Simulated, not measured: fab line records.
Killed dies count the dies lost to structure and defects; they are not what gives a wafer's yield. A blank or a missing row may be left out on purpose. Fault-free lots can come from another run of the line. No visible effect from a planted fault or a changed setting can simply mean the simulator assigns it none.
Struck lot and sound lot, side by side -- flow ritCmos -- 17 steps out of a route of 202
Sound: the wafers L695.1, L695.3, L695.4. Wafers struck: L704.2, L704.4, L704.6. The cause comes at the end.
At each step with rows: each side's tool, then ch and its chambers, then its first start. Under that, the readings that differ: sound wafers -- struck wafers -- difference of the means -- sigmas: that difference in standard deviations of wafers without a fault.
alike: readings whose means differ by less than 2 such deviations, and words and numbers that are the same on both sides. not compared: withheld readings, readings that some wafer has no value for, bounds like >300 that may hide the same value, and numbers for which the record gives no deviation and whose values overlap.
The two part at a step that has a row with sigmas, a row that says differs or no value, or rows on one side only. Non-overlapping numbers with no deviation appear without sigmas and do not part them. Lack of a reading on every wafer of one side parts them only where that side has two or more wafers.

RIT_NWELL_TW_MEAS_10:
  sound on filmMetro-01, day 3 18:23; struck on filmMetro-01, day 5 14:59
  alike: NWELL_TW
then, 6 steps without rows for these wafers: RIT_PWELL_HMDS_00 (prime time 60 s); RIT_PWELL_COAT_01 (resist thk 1300 nm); RIT_PWELL_SOFTBAKE_02 (time 60 s); RIT_PWELL_EXPOSE_03 (exposes mask M3, target cd 43700 nm); RIT_PWELL_PEB_04; RIT_PWELL_DEVELOP_05 (develop time 68 s).
RIT_PWELL_OVL_MEAS_06:
  sound on overlay-02, day 3 19:19; struck on overlay-02, day 5 16:02
  alike: PWELL_OVL
then, 2 steps without rows for these wafers: RIT_PWELL_HARDBAKE_07 (time 120 s); RIT_PWELL_IMPLANT_08.
RIT_PWELL_STRIP_09: strips in O2, time 180 s.
  sound on plasmaAsher-02 ch 0,1, day 3 19:45; struck on plasmaAsher-01 ch 0,1, day 5 16:28
  alike: drypumpMotorCurrentA
  not compared: rfHoursCounterH
RIT_PWELL_TW_MEAS_10:
  sound on filmMetro-02, day 3 19:56; struck on filmMetro-04, day 5 16:39
  alike: PWELL_TW
RIT_WELLDRIVE_ANNEAL_00: time 14700 s.
  sound on furnace-03 ch 0, day 3 19:59; struck on furnace-03 ch 0, day 5 16:42
reading,sound,struck,difference,sigmas
spikeTcCentreC (C),1103.0 1102.2 1102.1,1124.6 1123.9 1126.6,+22.6,+21
spikeTcLoadC (C),1124.1 1123.6 1122.4,1143.7 1146.7 1146.6,+22.3,+10
spikeTcSourceC (C),1128.7 1127.9 1127.5,1149.6 1149.7 1149.9,+21.7,+8
tubeCenterTempC (C),1100 1100.1 1100.1,1121.9 1122 1122,+21.9,+99 or more
tube_center_temp_C_max,1103.5 1102.8 1102.7,1124.8 1124.1 1125.0,+21.6,+47
RIT_WELLDRIVE_RS_MEAS_01: measurement is done with a four-point probe.
  sound on filmMetro-01, day 4 01:04; struck on filmMetro-01, day 5 21:49
reading,sound,struck,difference,sigmas
NWELL_RS (ohm/sq),275.5 275.3 275.5,252.9 252.7 253.1,-22.5,-35
RIT_WELLDRIVE_RS_MEAS_02: measurement is done with a four-point probe.
  sound on filmMetro-01, day 4 01:11; struck on filmMetro-01, day 5 21:56
reading,sound,struck,difference,sigmas
PWELL_RS (ohm/sq),430.5 429.9 429.3,405.2 405.8 406.1,-24.2,-20
then, 1 step without rows for these wafers: RIT_NRETRO_HMDS_00 (prime time 60 s).
RIT_M1_PROBE_99:
  sound on prober-02, day 5 06:06; struck on prober-02, day 7 02:48
reading,sound,struck,difference,sigmas
model.etest.nmos_0p3.rOnOhmUm,2223 2227 2196,2082 2082 2104,-126,
model.etest.nwellPinched.rsOhmSq,339.3 338.9 335.3,291.4 293.5 292.7,-45.3,
model.etest.pwellPinched.rsOhmSq,468 459.6 453.8,419.7 420.5 421.9,-39.8,
model.etest.pwell.rsOhmSq,412.7 415 411.5,389.3 389 396.2,-21.6,
model.etest.nmosTurned.driveUaUm,311.4 304.9 309.1,323.2 332.8 320.5,+17.0,
model.etest.nmos_0p15.driveUaUm,452.9 444.5 453,469.5 472.9 469.9,+20.6,
model.etest.nmosNarrow.driveUaUm,221.1 217.5 216.3,240.9 240.8 235.6,+20.8,
model.etest.nmos_0p3.driveUaUm,218.8 217.9 213.6,234.2 236.1 229.5,+16.5,
  alike: killedAtFrontEnd, killedDies, killedOpen, killedShort

## WHERE THEY PART
At RIT_WELLDRIVE_ANNEAL_00 first; at RIT_WELLDRIVE_RS_MEAS_02 last (within this record only). Later steps at which nothing parts them and some readings are alike: RIT_M1_PROBE_99.

WHY: what had been put in by the simulator
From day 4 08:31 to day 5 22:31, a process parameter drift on furnace-03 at RIT_WELLDRIVE_ANNEAL_00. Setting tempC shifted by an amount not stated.
